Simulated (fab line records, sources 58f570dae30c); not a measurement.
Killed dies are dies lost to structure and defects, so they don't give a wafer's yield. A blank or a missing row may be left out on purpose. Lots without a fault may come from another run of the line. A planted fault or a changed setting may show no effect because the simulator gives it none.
Split-lot experiment | flow berkeley_cmos170 | 5 lots, 27 wafers read, on a route of 331 steps

THE SPLIT
At UCB170_SPACER_ANNEAL_02 (time 1800 s), the setting time_s was moved away from the recipe's 1800 s on 24 of the 27 wafers read, by -59.8% to +40.4%. The other wafers ran this setting at the recipe's value.

FROM THE SPLIT TO THE READING: what the file shows between them, 3 steps
- UCB170_SPACER_ETCHBACK_03: etches SiO2 in CHF3/CF4/Ar, stops on Si, target depth 376 nm, time 100 s
- UCB170_PSD_HMDS_00: prime time 60 s
- UCB170_SDANNEAL_RS_MEAS_04: measures by four-point-probe

THE READING
NLDD_RS, in ohm/sq, at UCB170_SDANNEAL_RS_MEAS_05 (measures by four-point-probe). Fault-free wafers of this fab line usually give 616.8 ohm/sq, standard deviation 1.3 ohm/sq.

wafer  | tool, chamber at the split | time_s as run, s | against the recipe | NLDD_RS, ohm/sq | against lot-mates on the recipe
L074.1 | furnace-01, 0              | 1800             | recipe             | 616.3           | -
L074.2 | furnace-01, 0              | 1800             | recipe             | 616.2           | -
L074.3 | furnace-01, 0              | 1800             | recipe             | 616.5           | -
L075.1 | -, -                       | 2528             | +40.4%             | 614.1           | no lot-mate on the recipe
L075.2 | -, -                       | 2528             | +40.4%             | 614.3           | no lot-mate on the recipe
L075.3 | -, -                       | 2528             | +40.4%             | 614.4           | no lot-mate on the recipe
L075.4 | -, -                       | 2528             | +40.4%             | 613.8           | no lot-mate on the recipe
L075.5 | -, -                       | 2528             | +40.4%             | 613.1           | no lot-mate on the recipe
L075.6 | -, -                       | 2528             | +40.4%             | 614.3           | no lot-mate on the recipe
L076.1 | -, -                       | 1275             | -29.2%             | 619.7           | no lot-mate on the recipe
L076.2 | -, -                       | 1275             | -29.2%             | 619.2           | no lot-mate on the recipe
L076.3 | -, -                       | 1275             | -29.2%             | 619.1           | no lot-mate on the recipe
L076.4 | -, -                       | 1275             | -29.2%             | 620.6           | no lot-mate on the recipe
L076.5 | -, -                       | 1275             | -29.2%             | 619.5           | no lot-mate on the recipe
L076.6 | -, -                       | 1275             | -29.2%             | 618.9           | no lot-mate on the recipe
L080.1 | -, -                       | 722.8            | -59.8%             | 625.5           | no lot-mate on the recipe
L080.2 | -, -                       | 722.8            | -59.8%             | 625.4           | no lot-mate on the recipe
L080.3 | -, -                       | 722.8            | -59.8%             | 624.5           | no lot-mate on the recipe
L080.4 | -, -                       | 722.8            | -59.8%             | 624.2           | no lot-mate on the recipe
L080.5 | -, -                       | 722.8            | -59.8%             | 624.2           | no lot-mate on the recipe
L080.6 | -, -                       | 722.8            | -59.8%             | 625.8           | no lot-mate on the recipe
L084.1 | -, -                       | 2111             | +17.3%             | 617.1           | no lot-mate on the recipe
L084.2 | -, -                       | 2111             | +17.3%             | 614.8           | no lot-mate on the recipe
L084.3 | -, -                       | 2111             | +17.3%             | 615.3           | no lot-mate on the recipe
L084.4 | -, -                       | 2111             | +17.3%             | 616.1           | no lot-mate on the recipe
L084.5 | -, -                       | 2111             | +17.3%             | 616.6           | no lot-mate on the recipe
L084.6 | -, -                       | 2111             | +17.3%             | 616.4           | no lot-mate on the recipe

THE FIT
A straight line over all 27 wafers: NLDD_RS changes by -0.105 ohm/sq for each +1% of time_s; r = -0.96; the points scatter about the line by 1.1 ohm/sq.
Too few moved wafers have a lot-mate on the recipe to fit a line with each lot's own level taken away.

THE WHOLE CHAIN: every reading that the file lists as answering this split, in the file's order
step                       | what it does                 | reading | change (the file's fit)            | r (the file's)
UCB170_SDANNEAL_RS_MEAS_04 | measures by four-point-probe | PLDD_RS | -0.727 for each +1% of the setting | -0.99
UCB170_SDANNEAL_RS_MEAS_05 | measures by four-point-probe | NLDD_RS | -0.104 for each +1% of the setting | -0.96

THE FILE'S OWN FIT
NLDD_RS changes by -0.104 ohm/sq for each +1% of time_s, r = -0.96.
